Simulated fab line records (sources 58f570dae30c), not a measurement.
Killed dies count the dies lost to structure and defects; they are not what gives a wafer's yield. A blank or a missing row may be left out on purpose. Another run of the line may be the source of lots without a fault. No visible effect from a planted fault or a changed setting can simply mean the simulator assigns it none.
Code-filled problem report in 8D (eight disciplines) form :: flow berkeley cmos170 :: the parts of the form that need people (team, actions taken, sign-off) are left out

== 1. WHAT IS WRONG ==
GATE_POLY_THK at UCB170_GATE_THK_MEAS_05 reads a mean of 268.1 nm on 6 wafers of 2 lots; wafers without a fault read 223.2 nm with a standard deviation of 2.5. That puts it +18 standard deviations away from the usual mean.
First seen on wafer L800.1, day 9 02:59, on film metro-03. The record holds 42 wafers of 14 lots with a number at this step. Rule for "out" (also "out of limits"): further than 4 standard deviations from the usual mean. The rest of the wafers with a number are treated as sound.

== 2. WHAT IT IS; WHAT IT IS NOT ==
question: which readings at this step
is: GATE_POLY_THK
is not: -

question: which lots
is: L799, L800
is not: L788, L789, L790, L791, L792, L793, L794, L795, L796, L797, L798, L803

question: which wafers of those lots
is: all that have a number
is not: -

question: read on which gauges
is: film metro-02, film metro-03
is not: film metro-04

question: when
is: from day 9 02:59
is not: up to then (33 sound wafers); but 3 sound wafers of L803 came after

== 3. THE SUSPECTS, EACH WITH WHAT RULES IT OUT ==
Counting: a tool at any process step up to the reading remains a suspect when it ran all the lots that are out and ran no sound lot after the first of those.
- the gauge at UCB170_GATE_THK_MEAS_05 has been ruled out. The wafers that are out were read on 2 gauges (film metro-02, film metro-03).
- lpcvd-01 at UCB170_GATE_CVD_04 (deposits poly-Si from SiH4, time 1501 s, target thk 214 nm): kept. All lots that are out passed through it, beginning with L799 at day 9 01:35, and no sound lot followed; its final sound lot before that point was L795 at day 8 00:11. On those wafers its own readings are out: sih4 flow sccm.
Remaining after the count: lpcvd-01 at UCB170_GATE_CVD_04.

== 4. THE CAUSE (what the simulator had put in) ==
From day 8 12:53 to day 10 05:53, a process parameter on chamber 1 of lpcvd-01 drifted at UCB170_GATE_CVD_04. From 120, the setting sih4 flow sccm moved by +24. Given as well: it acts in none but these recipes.
Only this tool survived the counting.

== 5. SEQUENCE OF EFFECTS, ordered by route ==
Rows list readings where the struck wafers' mean (over those with a number) sits beyond 3 standard deviations from the usual. Only readings whose record carries a usual standard deviation are examined. hours: median over the lots of the time between each lot's start at the first step of this table that gives one and its start at this step. sigmas: the change, counted in usual standard deviations.
hours: 0
step: UCB170_GATE_CVD_04
reading: sih4 flow sccm
usual: 120.0 sccm
on struck wafers: 144.0
change: +24.0
sigmas: +63

hours: 1
step: UCB170_GATE_THK_MEAS_05
reading: GATE_POLY_THK
usual: 223.2 nm
on struck wafers: 268.1
change: +44.9
sigmas: +18

hours: 3
step: UCB170_GATE_ETCH_15
reading: oes product au
usual: 0.852 a.u.
on struck wafers: 0.972
change: +0.120
sigmas: +6.7
Process steps it contains:
- UCB170_GATE_CVD_04: deposits poly-Si from SiH4, time 1501 s, target thk 214 nm.
- UCB170_GATE_ETCH_15: etches poly-Si in HBr/Cl2, stops on SiO2, time 56.3 s, target depth 278.2 nm.
Later steps that measure or inspect, where all struck wafers having a row at the step show a number for every such reading and not one has moved that far: UCB170_GATE_CD_MEAS_90.

== 6. HOW IT WOULD HAVE BEEN CAUGHT EARLIER ==
The first out-of-limits reading at a measuring or inspecting step in this record came at day 9 02:59, 14 hours after the fault's start at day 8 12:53.
At UCB170_GATE_CVD_04, the tool's own readings (sih4 flow sccm) were out on each struck wafer the step has a row for, so an alarm limit on them would have fired on the first such wafer.
By day 9 02:59, every lot that is out (2) had started UCB170_GATE_CVD_04 on lpcvd-01. A hold on the tool at that time would have spared none of them.
